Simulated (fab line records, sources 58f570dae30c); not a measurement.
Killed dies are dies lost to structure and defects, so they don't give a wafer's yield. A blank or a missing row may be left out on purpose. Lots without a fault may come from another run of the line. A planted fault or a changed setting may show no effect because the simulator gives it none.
Split-lot experiment | flow berkeley_cmos170 | 5 lots, 23 wafers read, on a route of 331 steps

THE SPLIT
At UCB170_PWELL_IMPLANT_15, the setting dose_cm2 was moved away from the recipe's 5e+12 on 5 of the 23 wafers read, by +6.1% to +6.5%. The other wafers ran this setting at the recipe's value.

FROM THE SPLIT TO THE READING: what the file shows between them, 1 step
- UCB170_PWELL_STRIP_16: strips in O2

THE READING
PWELL_TW, at UCB170_PWELL_TW_MEAS_17. Fault-free wafers of this fab line usually give 381, standard deviation 3.

wafer  | tool, chamber at the split | dose_cm2 as run | against the recipe | PWELL_TW | against lot-mates on the recipe
L074.1 | implanter-02, 0            | 5.324e+12       | +6.5%              | 394      | +10
L074.3 | implanter-02, 0            | 5.324e+12       | +6.5%              | 393      | +8
L074.4 | implanter-02, 0            | 5e+12           | recipe             | 384      | -
L074.5 | implanter-02, 0            | 5.324e+12       | +6.5%              | 393      | +8
L074.6 | implanter-02, 0            | 5e+12           | recipe             | 385      | -
L077.3 | implanter-04, 0            | 5e+12           | recipe             | 384      | -
L077.5 | implanter-04, 0            | 5e+12           | recipe             | 383      | -
L077.6 | implanter-04, 0            | 5e+12           | recipe             | 384      | -
L079.1 | implanter-02, 0            | 5e+12           | recipe             | 381      | -
L079.2 | implanter-02, 0            | 5e+12           | recipe             | 380      | -
L079.4 | implanter-02, 0            | 5e+12           | recipe             | 381      | -
L079.5 | implanter-02, 0            | 5e+12           | recipe             | 380      | -
L079.6 | implanter-02, 0            | 5e+12           | recipe             | 379      | -
L082.2 | implanter-02, 0            | 5e+12           | recipe             | 377      | -
L082.3 | implanter-02, 0            | 5e+12           | recipe             | 381      | -
L082.4 | implanter-02, 0            | 5e+12           | recipe             | 380      | -
L082.5 | implanter-02, 0            | 5e+12           | recipe             | 381      | -
L082.6 | implanter-02, 0            | 5e+12           | recipe             | 376      | -
L083.1 | implanter-03, 0            | 5.307e+12       | +6.1%              | 387      | +8
L083.2 | implanter-03, 0            | 5e+12           | recipe             | 379      | -
L083.3 | implanter-03, 0            | 5e+12           | recipe             | 378      | -
L083.4 | implanter-03, 0            | 5e+12           | recipe             | 380      | -
L083.5 | implanter-03, 0            | 5.307e+12       | +6.1%              | 385      | +6

THE FIT
A straight line over all 23 wafers: PWELL_TW changes by +1.54 for each +1% of dose_cm2; r = +0.83; the points scatter about the line by 2.8.
The same after taking each lot's own level away (the mean of its wafers on the recipe; 23 wafers): +1.28 for each +1%; r = +0.94; scatter 1.3.
On that fit, the largest move of dose_cm2 shifts the reading by 8.3.
The lots' own levels span 379.0 to 384.5, that is 1.8 times the standard deviation above.
So the lot-to-lot level changes the slope: the two fits differ.
Check: with one of the wafers moved furthest among these (+6.5%) left out of the fit, the line predicts +7.97 for it against its lot-mates. It came out at +9.5 against them.

OTHER SPLITS ON THESE WAFERS
These wafers also went through other splits before the reading. Each is held against what the fit with the lots' levels taken away leaves over:
other split on the same wafers        | wafers away from the commonest value | r with PWELL_TW (lot level and that fit taken away)
UCB170_START_OXIDATION_02 temp_c      | 15                                   | -0.04
UCB170_ZERO_STRIP_07 o2_flow_sccm     | 8                                    | -0.11
UCB170_NWELL_CVD_04 sih2cl2_flow_sccm | 10                                   | +0.00
UCB170_NWELL_IMPLANT_14 energy_kev    | 11                                   | +0.09

THE FILE'S OWN FIT
PWELL_TW changes by +1.23 for each +1% of dose_cm2, r = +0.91.
